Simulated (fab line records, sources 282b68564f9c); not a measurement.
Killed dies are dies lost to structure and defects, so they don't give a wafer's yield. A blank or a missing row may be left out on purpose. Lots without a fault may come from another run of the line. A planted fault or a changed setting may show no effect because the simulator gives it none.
A struck lot beside a sound one | flow rit_cmos | 14 steps out of a route of 202
Sound: wafers L971.2, L971.4, L971.6. Struck: wafers L973.2, L973.3, L973.6. The cause comes at the end.
At each step with rows: each side's tool, then ch and its chambers, then its first start. Under that, the readings that differ: sound wafers | struck wafers | difference of the means | sigmas: that difference in standard deviations of wafers without a fault.
alike: readings whose means differ by less than 2 such deviations, and words and numbers that are the same on both sides. not compared: withheld readings, readings that some wafer has no value for, bounds like >300 that may hide the same value, and numbers for which the record gives no deviation and whose values overlap.
The two part at a step that has a row with sigmas, a row that says differs or no value, or rows on one side only. Numbers that don't overlap but have no deviation are shown without sigmas and don't part them. A reading that every wafer of one side lacks parts them only if that side has two wafers or more.

first, 1 step without rows for these wafers: RIT_NWELL_IMPLANT_08.
RIT_NWELL_STRIP_09: strips in O2, time 180 s.
  sound on plasma_asher-01 ch 0,1, day 3 12:53; struck on plasma_asher-04 ch 1, day 4 00:15
  reading                     | sound          | struck         | difference | sigmas
  drypump_motor_current_A (A) | 5.50 5.47 5.47 | 4.93 4.96 4.96 | -0.53      | -2
  alike: chamber_pressure_mTorr
  not compared: rf_hours_counter_h
RIT_NWELL_TW_MEAS_10:
  sound on film_metro-04, day 3 13:04; struck on film_metro-01, day 4 00:26
  alike: NWELL_TW
then, 6 steps without rows for these wafers: RIT_PWELL_HMDS_00 (prime time 60 s); RIT_PWELL_COAT_01 (resist thk 1300 nm); RIT_PWELL_SOFTBAKE_02 (time 60 s); RIT_PWELL_EXPOSE_03 (exposes mask M3, target cd 43700 nm); RIT_PWELL_PEB_04; RIT_PWELL_DEVELOP_05 (develop time 68 s).
RIT_PWELL_OVL_MEAS_06:
  sound on overlay-01, day 3 14:01; struck on overlay-01, day 4 01:30
  alike: PWELL_OVL
then, 2 steps without rows for these wafers: RIT_PWELL_HARDBAKE_07 (time 120 s); RIT_PWELL_IMPLANT_08.
RIT_PWELL_STRIP_09: strips in O2, time 180 s.
  sound on plasma_asher-01 ch 0, day 3 14:26; struck on plasma_asher-01 ch 0,1, day 4 01:56
  no value came back on the struck wafers for chamber_pressure_mTorr (mTorr), drypump_motor_current_A (A); on the sound wafers chamber_pressure_mTorr (mTorr) reads 3998 3999 4003
  reading                                    | sound | struck         | difference | sigmas
  model.NOVOLAK_of_PWELL_COAT_01.thk_nm (nm) | 0 0 0 | 1139 1137 1138 | +1138      |
  not compared: rf_hours_counter_h
RIT_PWELL_TW_MEAS_10:
  sound on film_metro-03, day 3 14:37; struck on film_metro-03, day 4 02:07
  alike: PWELL_TW

WHERE THEY PART
First at RIT_NWELL_STRIP_09; last, within this record, at RIT_PWELL_STRIP_09. Later steps at which nothing parts them and some readings are alike: RIT_PWELL_TW_MEAS_10.

WHY: what the simulator had put in
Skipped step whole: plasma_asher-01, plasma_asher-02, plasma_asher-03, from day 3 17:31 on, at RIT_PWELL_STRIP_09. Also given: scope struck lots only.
